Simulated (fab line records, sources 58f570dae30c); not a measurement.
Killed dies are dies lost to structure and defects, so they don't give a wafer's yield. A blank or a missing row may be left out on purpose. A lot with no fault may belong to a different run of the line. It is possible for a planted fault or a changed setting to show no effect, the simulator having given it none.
The tool behind it: which one? / flow berkeley cmos170 / 15 lots, 45 wafers sampled, at 5 steps of a route of 331

## WHAT THE GAUGES READ, wafer by wafer
UCB170_PWELL_OVL_MEAS_13.
lot=L463; measured=day 3 09:28; on=overlay-01; PWELL_OVL (nm)=-2 1 0
lot=L462; measured=day 3 10:31; on=overlay-02; PWELL_OVL (nm)=-3 6 -4
lot=L461; measured=day 3 10:48; on=overlay-01; PWELL_OVL (nm)=-5 -14 -14
lot=L465; measured=day 3 23:21; on=overlay-02; PWELL_OVL (nm)=-6 -4 -1
lot=L466; measured=day 3 23:51; on=overlay-01; PWELL_OVL (nm)=-8 0 -1
lot=L467; measured=day 4 00:05; on=overlay-02; PWELL_OVL (nm)=-3 -2 1
lot=L468; measured=day 4 04:56; on=overlay-02; PWELL_OVL (nm)=1 1 -4
lot=L469; measured=day 4 14:19; on=overlay-02; PWELL_OVL (nm)=1 -5 1
lot=L471; measured=day 5 00:07; on=overlay-01; PWELL_OVL (nm)=-6 -3 -3
lot=L472; measured=day 5 06:07; on=overlay-02; PWELL_OVL (nm)=4 7 -1
lot=L475; measured=day 5 17:44; on=overlay-02; PWELL_OVL (nm)=7 -2 4
lot=L477; measured=day 5 22:55; on=overlay-02; PWELL_OVL (nm)=-16 -14 -13
lot=L480; measured=day 7 13:41; on=overlay-01; PWELL_OVL (nm)=-3 -4 -3
lot=L483; measured=day 7 19:14; on=overlay-02; PWELL_OVL (nm)=-3 0 -4
lot=L484; measured=day 8 07:31; on=overlay-01; PWELL_OVL (nm)=2 8 0

UCB170_PVT_TW_MEAS_09.
lot=L463; measured=day 5 18:19; on=film metro-02; PVT_TW=514 511 512
lot=L462; measured=day 5 18:17; on=film metro-04; PVT_TW=509 510 508
lot=L461; measured=day 5 17:43; on=film metro-02; PVT_TW=513 515 511
lot=L465; measured=day 6 10:23; on=film metro-04; PVT_TW=504 506 507
lot=L466; measured=day 6 10:41; on=film metro-02; PVT_TW=509 509 511
lot=L467; measured=day 6 18:11; on=film metro-03; PVT_TW=508 508 509
lot=L468; measured=day 6 17:49; on=film metro-04; PVT_TW=507 504 506
lot=L469; measured=day 7 10:58; on=film metro-03; PVT_TW=512 509 515
lot=L471; measured=day 7 20:12; on=film metro-02; PVT_TW=513 512 515
lot=L472; measured=day 8 03:33; on=film metro-04; PVT_TW=506 505 507
lot=L475; measured=day 8 15:16; on=film metro-04; PVT_TW=630 629 628
lot=L477; measured=day 8 15:04; on=film metro-04; PVT_TW=628 622 624
lot=L480; measured=day 10 11:04; on=film metro-03; PVT_TW=633 632 633
lot=L483; measured=day 10 09:21; on=film metro-03; PVT_TW=510 511 510
lot=L484; measured=day 10 16:25; on=film metro-04; PVT_TW=505 505 507

## WHAT TOOL EACH LOT RAN ON (gives the tool, then ch and the chambers of the sampled wafers, and finally the start)
lot=L463; UCB170_ACTIVE_ETCH_15=rie diel-03 ch 0,2, day 4 12:18; UCB170_PFIELD_STRIP_08=plasma asher-01 ch 0,1, day 4 14:00; UCB170_PVT_IMPLANT_07=implanter-01 ch 0, day 5 18:05
lot=L462; UCB170_ACTIVE_ETCH_15=rie diel-01 ch 0,2, day 4 12:25; UCB170_PFIELD_STRIP_08=plasma asher-02 ch 0,1, day 4 14:17; UCB170_PVT_IMPLANT_07=implanter-02 ch 0, day 5 18:02
lot=L461; UCB170_ACTIVE_ETCH_15=rie diel-01 ch 1,2,3, day 4 12:01; UCB170_PFIELD_STRIP_08=plasma asher-02 ch 1, day 4 13:40; UCB170_PVT_IMPLANT_07=implanter-04 ch 0, day 5 17:29
lot=L465; UCB170_ACTIVE_ETCH_15=rie diel-01 ch 0,3, day 5 01:16; UCB170_PFIELD_STRIP_08=plasma asher-02 ch 0,1, day 5 02:53; UCB170_PVT_IMPLANT_07=implanter-02 ch 0, day 6 10:08
lot=L466; UCB170_ACTIVE_ETCH_15=rie diel-03 ch 0,1,3, day 5 01:29; UCB170_PFIELD_STRIP_08=plasma asher-01 ch 0,1, day 5 03:38; UCB170_PVT_IMPLANT_07=implanter-04 ch 0, day 6 10:28
lot=L467; UCB170_ACTIVE_ETCH_15=rie diel-02 ch 0,1,2, day 5 06:53; UCB170_PFIELD_STRIP_08=plasma asher-03 ch 0,1, day 5 09:06; UCB170_PVT_IMPLANT_07=implanter-01 ch 0, day 6 17:56
lot=L468; UCB170_ACTIVE_ETCH_15=rie diel-01 ch 0,2, day 5 07:10; UCB170_PFIELD_STRIP_08=plasma asher-01 ch 0,1, day 5 09:10; UCB170_PVT_IMPLANT_07=implanter-02 ch 0, day 6 17:35
lot=L469; UCB170_ACTIVE_ETCH_15=rie diel-03 ch 0,1, day 5 13:05; UCB170_PFIELD_STRIP_08=plasma asher-01 ch 0,1, day 5 15:44; UCB170_PVT_IMPLANT_07=implanter-02 ch 0, day 7 10:44
lot=L471; UCB170_ACTIVE_ETCH_15=rie diel-02 ch 0,2,3, day 6 04:11; UCB170_PFIELD_STRIP_08=plasma asher-03 ch 0,1, day 6 06:10; UCB170_PVT_IMPLANT_07=implanter-02 ch 0, day 7 19:58
lot=L472; UCB170_ACTIVE_ETCH_15=rie diel-01 ch 0,1, day 6 13:16; UCB170_PFIELD_STRIP_08=plasma asher-03 ch 0,1, day 6 15:55; UCB170_PVT_IMPLANT_07=implanter-01 ch 0, day 8 03:18
lot=L475; UCB170_ACTIVE_ETCH_15=rie diel-02 ch 0,1, day 7 07:00; UCB170_PFIELD_STRIP_08=plasma asher-02 ch 0,1, day 7 09:51; UCB170_PVT_IMPLANT_07=implanter-01 ch 0, day 8 14:26
lot=L477; UCB170_ACTIVE_ETCH_15=rie diel-03 ch 0,1,2, day 7 07:06; UCB170_PFIELD_STRIP_08=plasma asher-01 ch 0,1, day 7 10:06; UCB170_PVT_IMPLANT_07=implanter-02 ch 0, day 8 14:13
lot=L480; UCB170_ACTIVE_ETCH_15=rie diel-03 ch 0,2, day 9 04:34; UCB170_PFIELD_STRIP_08=plasma asher-02 ch 1, day 9 06:43; UCB170_PVT_IMPLANT_07=implanter-04 ch 0, day 10 10:31
lot=L483; UCB170_ACTIVE_ETCH_15=rie diel-03 ch 2,3, day 9 04:25; UCB170_PFIELD_STRIP_08=plasma asher-01 ch 0,1, day 9 06:59; UCB170_PVT_IMPLANT_07=implanter-04 ch 0, day 10 09:07
lot=L484; UCB170_ACTIVE_ETCH_15=rie diel-03 ch 1,2,3, day 9 12:55; UCB170_PFIELD_STRIP_08=plasma asher-01 ch 0,1, day 9 16:19; UCB170_PVT_IMPLANT_07=implanter-01 ch 0, day 10 16:10
- UCB170_ACTIVE_ETCH_15: etches Si3N4 in CH3F/Ar/O2, stops on SiO2, target depth 242 nm, time 151 s.
- UCB170_PFIELD_STRIP_08: strips in O2.
- UCB170_PVT_IMPLANT_07

## AS READ BY THE TOOLS THEMSELVES (means over the sampled wafers that have a number; for cases with no such wafer, the mark the record gives instead)
UCB170_ACTIVE_ETCH_15.
lot=L463; tool=rie diel-03; O2_flow_sccm (sccm)=7.001; drypump motor current A (A)=5.7; oes product au (a.u.)=0.936; rf fwd power W (W)=449.4; throttle valve pct (%)=8.20
lot=L462; tool=rie diel-01; O2_flow_sccm (sccm)=6.998; drypump motor current A (A)=5.8; oes product au (a.u.)=0.929; rf fwd power W (W)=449.6; throttle valve pct (%)=8.06
lot=L461; tool=rie diel-01; O2_flow_sccm (sccm)=7.011; drypump motor current A (A)=5.7; oes product au (a.u.)=0.947; rf fwd power W (W)=448.7; throttle valve pct (%)=8.02
lot=L465; tool=rie diel-01; O2_flow_sccm (sccm)=6.985; drypump motor current A (A)=5.7; oes product au (a.u.)=0.943; rf fwd power W (W)=450.3; throttle valve pct (%)=8.00
lot=L466; tool=rie diel-03; O2_flow_sccm (sccm)=6.980; drypump motor current A (A)=5.8; oes product au (a.u.)=0.945; rf fwd power W (W)=448.4; throttle valve pct (%)=8.19
lot=L467; tool=rie diel-02; O2_flow_sccm (sccm)=7.023; drypump motor current A (A)=5.7; oes product au (a.u.)=0.952; rf fwd power W (W)=449.0; throttle valve pct (%)=7.94
lot=L468; tool=rie diel-01; O2_flow_sccm (sccm)=7.006; drypump motor current A (A)=5.9; oes product au (a.u.)=0.941; rf fwd power W (W)=447.3; throttle valve pct (%)=8.06
lot=L469; tool=rie diel-03; O2_flow_sccm (sccm)=7.007; drypump motor current A (A)=6.0; oes product au (a.u.)=0.935; rf fwd power W (W)=447.8; throttle valve pct (%)=8.30
lot=L471; tool=rie diel-02; O2_flow_sccm (sccm)=7.003; drypump motor current A (A)=5.7; oes product au (a.u.)=0.950; rf fwd power W (W)=449.9; throttle valve pct (%)=7.96
lot=L472; tool=rie diel-01; O2_flow_sccm (sccm)=6.987; drypump motor current A (A)=5.8; oes product au (a.u.)=0.940; rf fwd power W (W)=448.9; throttle valve pct (%)=8.02
lot=L475; tool=rie diel-02; O2_flow_sccm (sccm)=6.990; drypump motor current A (A)=6.0; oes product au (a.u.)=0.946; rf fwd power W (W)=447.4; throttle valve pct (%)=8.03
lot=L477; tool=rie diel-03; O2_flow_sccm (sccm)=6.993; drypump motor current A (A)=5.9; oes product au (a.u.)=0.944; rf fwd power W (W)=449.3; throttle valve pct (%)=8.16
lot=L480; tool=rie diel-03; O2_flow_sccm (sccm)=6.981; drypump motor current A (A)=5.6; oes product au (a.u.)=0.932; rf fwd power W (W)=448.3; throttle valve pct (%)=8.05
lot=L483; tool=rie diel-03; O2_flow_sccm (sccm)=7.015; drypump motor current A (A)=5.4; oes product au (a.u.)=0.955; rf fwd power W (W)=449.1; throttle valve pct (%)=7.95
lot=L484; tool=rie diel-03; O2_flow_sccm (sccm)=7.000; drypump motor current A (A)=5.7; oes product au (a.u.)=0.954; rf fwd power W (W)=448.7; throttle valve pct (%)=8.04

UCB170_PFIELD_STRIP_08.
lot=L463; tool=plasma asher-01; drypump motor current A (A)=5.56; oes product au (a.u.)=0.729; strip time to endpoint s (s)=21.60
lot=L462; tool=plasma asher-02; drypump motor current A (A)=5.69; oes product au (a.u.)=0.735; strip time to endpoint s (s)=21.66
lot=L461; tool=plasma asher-02; drypump motor current A (A)=5.60; oes product au (a.u.)=0.741; strip time to endpoint s (s)=21.72
lot=L465; tool=plasma asher-02; drypump motor current A (A)=5.69; oes product au (a.u.)=0.739; strip time to endpoint s (s)=21.68
lot=L466; tool=plasma asher-01; drypump motor current A (A)=5.59; oes product au (a.u.)=0.736; strip time to endpoint s (s)=21.60
lot=L467; tool=plasma asher-03; drypump motor current A (A)=6.07; oes product au (a.u.)=0.736; strip time to endpoint s (s)=21.67
lot=L468; tool=plasma asher-01; drypump motor current A (A)=5.53; oes product au (a.u.)=0.737; strip time to endpoint s (s)=21.59
lot=L469; tool=plasma asher-01; drypump motor current A (A)=5.57; oes product au (a.u.)=0.733; strip time to endpoint s (s)=21.59
lot=L471; tool=plasma asher-03; drypump motor current A (A)=6.08; oes product au (a.u.)=0.734; strip time to endpoint s (s)=21.66
lot=L472; tool=plasma asher-03; drypump motor current A (A)=6.07; oes product au (a.u.)=0.732; strip time to endpoint s (s)=21.61
lot=L475; tool=plasma asher-02; drypump motor current A (A)=5.80; oes product au (a.u.)=0.738; strip time to endpoint s (s)=21.66
lot=L477; tool=plasma asher-01; drypump motor current A (A)=5.52; oes product au (a.u.)=0.736; strip time to endpoint s (s)=21.68
lot=L480; tool=plasma asher-02; drypump motor current A (A)=5.59; oes product au (a.u.)=0.737; strip time to endpoint s (s)=21.54
lot=L483; tool=plasma asher-01; drypump motor current A (A)=5.53; oes product au (a.u.)=0.735; strip time to endpoint s (s)=21.59
lot=L484; tool=plasma asher-01; drypump motor current A (A)=5.58; oes product au (a.u.)=0.732; strip time to endpoint s (s)=21.58

## THE ANSWER, worked out from the rows above alone
Rule: usual is defined by the lots themselves. The widest of any qualifying gaps counts: lots, ordered by their means at a reading, are off when they make up no more than a third of the lots, leave a main group of 4 or more, and stand apart from it by 3 or more times the standard deviation of that group's means. The tables above print the reading to a certain number of digits; a main group whose means all agree to those digits is not used. Also off: a lot with no number at a reading for which 4 or more lots have one. Where the step has rows for the other lots, those lots are counted as sound. The gauges are gone through in route order, then the tools' own readings, and for those a lot's mean is taken as printed above. The first step at which some lot is off is used, and at that step the reading that is off furthest; a lot without a number counts as furthest.
Off: at UCB170_PVT_TW_MEAS_09 (PVT_TW), L475, L477, L480. For the main group the mean is 509 and the standard deviation 2.9.
If a tool, at a process step before that reading, ran all the lots that are off and no sound lot after the first of them, it fits. Gauges at UCB170_PVT_TW_MEAS_09: tried the same way as those tools. Of those tried, none fits.

## WHAT THE SIMULATOR HAD PUT IN
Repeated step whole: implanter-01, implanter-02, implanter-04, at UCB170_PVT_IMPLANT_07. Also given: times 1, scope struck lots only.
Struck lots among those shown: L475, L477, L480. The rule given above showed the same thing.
